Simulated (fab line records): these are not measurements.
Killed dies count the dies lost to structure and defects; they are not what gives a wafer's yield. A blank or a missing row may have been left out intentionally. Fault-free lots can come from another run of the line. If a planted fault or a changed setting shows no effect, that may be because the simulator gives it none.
Which tool is to blame? | flow ritCmos | 14 lots with 42 wafers sampled at 4 steps, on a route of 202 steps

== WHAT THE GAUGES READ, wafer by wafer ==
RIT_ACTIVE_THK_MEAS_04.
lot  | measured    | on           | ACTIVE_NITRIDE_THK (nm)
L864 | day 1 19:05 | filmMetro-01 | 149.8 149.1 149.5
L865 | day 2 01:11 | filmMetro-03 | 150.6 152.2 151.7
L866 | day 2 04:39 | filmMetro-01 | 149.4 149.6 151.0
L867 | day 2 10:47 | filmMetro-04 | 148.4 148.8 148.9
L868 | day 2 14:36 | filmMetro-01 | 147.9 146.6 147.8
L869 | day 2 19:55 | filmMetro-04 | 151.3 152.3 150.9
L870 | day 3 00:40 | filmMetro-04 | 112.9 113.2 113.3
L871 | day 3 06:52 | filmMetro-01 | 151.7 150.0 149.7
L872 | day 3 16:01 | filmMetro-04 | 114.2 114.3 114.3
L876 | day 4 08:09 | filmMetro-04 | 148.7 150.1 150.8
L880 | day 5 02:32 | filmMetro-03 | 149.2 149.2 149.0
L883 | day 5 19:52 | filmMetro-01 | 148.9 149.2 149.0
L884 | day 6 00:12 | filmMetro-03 | 152.6 152.8 153.4
L885 | day 6 04:34 | filmMetro-01 | 151.5 151.3 149.7

RIT_PRETRO_OVL_MEAS_06.
lot  | measured     | on         | PRETRO_OVL (nm)
L864 | day 2 12:15  | overlay-01 | -0.8 0.1 -1.1
L865 | day 2 19:11  | overlay-01 | -0.6 -1.1 0.3
L866 | day 2 23:55  | overlay-01 | 0.2 -0.2 -1.1
L867 | day 3 04:22  | overlay-02 | 0.0 0.4 -0.7
L868 | day 3 08:47  | overlay-02 | 0.1 0.5 2.5
L869 | day 3 17:20  | overlay-01 | 0.6 -0.7 0.2
L870 | day 4 00:18  | overlay-02 | -0.4 -1.5 -1.1
L871 | day 4 04:16  | overlay-02 | 1.7 1.7 2.2
L872 | day 4 10:30  | overlay-02 | -0.2 -2.1 -0.1
L876 | day 5 05:05  | overlay-02 | -0.8 -1.3 0.8
L880 | day 5 22:49  | overlay-01 | -0.4 -2.0 -1.1
L883 | day 6 14:03  | overlay-01 | 1.5 1.5 -0.7
L884 | day 6 19:18  | overlay-01 | -0.5 0.5 0.8
L885 | day 18 12:26 | overlay-01 | 0.4 -0.7 0.6

== TOOL THAT RAN EACH LOT (tool first, then ch and the chambers of the sampled wafers, then the start) ==
lot  | RIT_ACTIVE_CVD_03          | RIT_ACTIVE_ETCH_13
L864 | lpcvd-02 ch 1, day 1 17:40 | rieDiel-01 ch 0,1,3, day 1 20:16
L865 | lpcvd-02 ch 0, day 1 23:45 | rieDiel-03 ch 1,2,3, day 2 02:34
L866 | lpcvd-02 ch 1, day 2 03:14 | rieDiel-01 ch 0,2, day 2 05:52
L867 | lpcvd-02 ch 0, day 2 09:22 | rieDiel-03 ch 1,2,3, day 2 12:05
L868 | lpcvd-01 ch 1, day 2 13:11 | rieDiel-01 ch 1,3, day 2 15:58
L869 | lpcvd-02 ch 1, day 2 18:29 | rieDiel-01 ch 0,1,2, day 2 21:05
L870 | lpcvd-02 ch 0, day 2 23:15 | rieDiel-03 ch 0,3, day 3 01:58
L871 | lpcvd-01 ch 1, day 3 05:27 | rieDiel-03 ch 0,1,3, day 3 08:11
L872 | lpcvd-02 ch 0, day 3 13:53 | rieDiel-02 ch 0,1,2, day 3 17:19
L876 | lpcvd-01 ch 0, day 4 06:44 | rieDiel-03 ch 2,3, day 4 09:28
L880 | lpcvd-01 ch 0, day 5 01:07 | rieDiel-03 ch 0,1,2, day 5 03:43
L883 | lpcvd-01 ch 0, day 5 17:42 | rieDiel-02 ch 1,2, day 5 21:20
L884 | lpcvd-02 ch 0, day 5 22:47 | rieDiel-03 ch 0,1,2, day 6 01:22
L885 | lpcvd-02 ch 1, day 6 03:09 | rieDiel-01 ch 0,2, day 6 05:50
- RIT_ACTIVE_CVD_03: deposits Si3N4 from SiH2Cl2/NH3, target thk 150 nm, time 1500 s.
- RIT_ACTIVE_ETCH_13: etches Si3N4 in SF6, stops on SiO2, time 210 s, target depth 210 nm.

== AS READ BY THE TOOLS THEMSELVES (means over the sampled wafers that have a number; for cases with no such wafer, the mark the record gives instead) ==
RIT_ACTIVE_CVD_03.
lot  | tool     | spikeTcSourceC (C)
L864 | lpcvd-02 | 830.1
L865 | lpcvd-02 | 831.3
L866 | lpcvd-02 | 828.7
L867 | lpcvd-02 | 831.4
L868 | lpcvd-01 | 831.8
L869 | lpcvd-02 | 828.0
L870 | lpcvd-02 | 830.6
L871 | lpcvd-01 | 833.4
L872 | lpcvd-02 | 831.4
L876 | lpcvd-01 | 832.8
L880 | lpcvd-01 | 833.3
L883 | lpcvd-01 | 833.6
L884 | lpcvd-02 | 830.9
L885 | lpcvd-02 | 829.2

RIT_ACTIVE_ETCH_13.
lot  | tool       | SF6_flow_sccm (sccm) | drypumpMotorCurrentA (A) | oesProductAu (a.u.) | throttleValvePct (%)
L864 | rieDiel-01 | 200.2                | 6.2                      | 0.809               | 7.45
L865 | rieDiel-03 | 199.6                | 5.7                      | 0.836               | 7.50
L866 | rieDiel-01 | 198.7                | 5.2                      | 0.827               | 7.58
L867 | rieDiel-03 | 200.2                | 5.7                      | 0.820               | 7.50
L868 | rieDiel-01 | 199.7                | 6.2                      | 0.799               | 7.43
L869 | rieDiel-01 | 200.3                | 5.6                      | 0.816               | 7.53
L870 | rieDiel-03 | 200.1                | 6.1                      | 0.711               | 7.50
L871 | rieDiel-03 | 200.3                | 6.2                      | 0.831               | 7.48
L872 | rieDiel-02 | 200.1                | 5.8                      | 0.706               | 7.61
L876 | rieDiel-03 | 199.8                | 5.4                      | 0.827               | 7.50
L880 | rieDiel-03 | 200.2                | 6.0                      | 0.833               | 7.48
L883 | rieDiel-02 | 199.8                | 6.1                      | 0.814               | 7.69
L884 | rieDiel-03 | 199.9                | 6.0                      | 0.841               | 7.47
L885 | rieDiel-01 | 200.1                | 5.5                      | 0.822               | 7.55

== THE ANSWER, worked out from the rows above alone ==
Rule: the lots themselves supply what counts as usual. The widest of any qualifying gaps counts: lots, ordered by their means at a reading, are off when they make up no more than a third of the lots, leave a main group of 4 or more, and stand apart from it by 3 or more times the standard deviation of that group's means. The tables above print the reading to a certain number of digits; a main group whose means all agree to those digits is not used. A lot without any number at a reading at which 4 lots or more have one is off too. All remaining lots with rows at the step are treated as sound. The gauges are gone through in route order, then the tools' own readings, and for those a lot's mean is taken as printed above. The first step at which some lot is off is used, and at that step the reading that is off furthest; a lot without a number counts as furthest.
Off: L870, L872, at RIT_ACTIVE_THK_MEAS_04 (ACTIVE_NITRIDE_THK). The main group: mean 150.1 nm, standard deviation 1.4.
If a tool, at a process step before that reading, ran all the lots that are off and no sound lot after the first of them, it fits. The gauges at RIT_ACTIVE_THK_MEAS_04 aren't tried: what is off there is off at RIT_ACTIVE_ETCH_13 too, on other tools, and a gauge's error can't cause that. No candidate that was tried fits.

== WHAT THE SIMULATOR HAD PUT IN ==
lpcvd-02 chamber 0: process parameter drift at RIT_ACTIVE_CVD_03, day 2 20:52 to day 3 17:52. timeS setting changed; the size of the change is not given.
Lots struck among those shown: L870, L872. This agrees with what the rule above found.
